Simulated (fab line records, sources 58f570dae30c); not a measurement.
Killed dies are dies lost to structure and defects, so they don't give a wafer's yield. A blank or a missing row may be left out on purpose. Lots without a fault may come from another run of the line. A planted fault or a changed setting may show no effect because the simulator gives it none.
Split-lot experiment | flow berkeley_cmos170 | 5 lots, 23 wafers read, on a route of 331 steps

THE SPLIT
At UCB170_NWELL_OXIDATION_01 (target thk 26.4 nm, ox time 1260 s), the setting ox_time_s was moved away from the recipe's 1260 s on 20 of the 23 wafers read, by -7.5% to +14.1%. The other wafers ran this setting at the recipe's value.

The reading is taken at the split's own step.

THE READING
SiO2_of_NWELL_OXIDATION_01.thk_nm (the simulator's own value, which no gauge read), in nm, at UCB170_NWELL_OXIDATION_01 (target thk 26.4 nm, ox time 1260 s). The file gives no usual value for it. The 3 wafers here that ran the recipe average 26.57 nm, standard deviation 0.26 nm.

wafer  | tool, chamber at the split | ox_time_s as run, s | against the recipe | SiO2_of_NWELL_OXIDATION_01.thk_nm, nm | against lot-mates on the recipe
L077.1 | -, -                       | 1165                | -7.5%              | 25.68                                 | no lot-mate on the recipe
L077.3 | -, -                       | 1165                | -7.5%              | 25.61                                 | no lot-mate on the recipe
L077.4 | -, -                       | 1165                | -7.5%              | 26                                    | no lot-mate on the recipe
L077.5 | -, -                       | 1165                | -7.5%              | 25.43                                 | no lot-mate on the recipe
L077.6 | -, -                       | 1165                | -7.5%              | 25.79                                 | no lot-mate on the recipe
L079.1 | -, -                       | 1421                | +12.8%             | 27.51                                 | no lot-mate on the recipe
L079.3 | -, -                       | 1421                | +12.8%             | 27.84                                 | no lot-mate on the recipe
L079.4 | -, -                       | 1421                | +12.8%             | 27.69                                 | no lot-mate on the recipe
L079.5 | -, -                       | 1421                | +12.8%             | 27.74                                 | no lot-mate on the recipe
L079.6 | -, -                       | 1421                | +12.8%             | 27.38                                 | no lot-mate on the recipe
L080.1 | furnace-04, 0              | 1260                | recipe             | 26.3                                  | -
L080.3 | furnace-04, 0              | 1260                | recipe             | 26.92                                 | -
L080.6 | furnace-04, 0              | 1260                | recipe             | 26.48                                 | -
L084.1 | -, -                       | 1434                | +13.8%             | 28.6                                  | no lot-mate on the recipe
L084.2 | -, -                       | 1434                | +13.8%             | 28.63                                 | no lot-mate on the recipe
L084.3 | -, -                       | 1434                | +13.8%             | 28.69                                 | no lot-mate on the recipe
L084.5 | -, -                       | 1434                | +13.8%             | 28.82                                 | no lot-mate on the recipe
L084.6 | -, -                       | 1434                | +13.8%             | 28.73                                 | no lot-mate on the recipe
L085.1 | -, -                       | 1438                | +14.1%             | 28.3                                  | no lot-mate on the recipe
L085.2 | -, -                       | 1438                | +14.1%             | 28.84                                 | no lot-mate on the recipe
L085.4 | -, -                       | 1438                | +14.1%             | 28.42                                 | no lot-mate on the recipe
L085.5 | -, -                       | 1438                | +14.1%             | 28                                    | no lot-mate on the recipe
L085.6 | -, -                       | 1438                | +14.1%             | 28.47                                 | no lot-mate on the recipe

THE FIT
A straight line over all 23 wafers: SiO2_of_NWELL_OXIDATION_01.thk_nm changes by +0.122 nm for each +1% of ox_time_s; r = +0.95; the points scatter about the line by 0.39 nm.
Too few moved wafers have a lot-mate on the recipe to fit a line with each lot's own level taken away.

THE FILE'S OWN FIT
SiO2_of_NWELL_OXIDATION_01.thk_nm changes by +0.122 nm for each +1% of ox_time_s, r = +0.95.
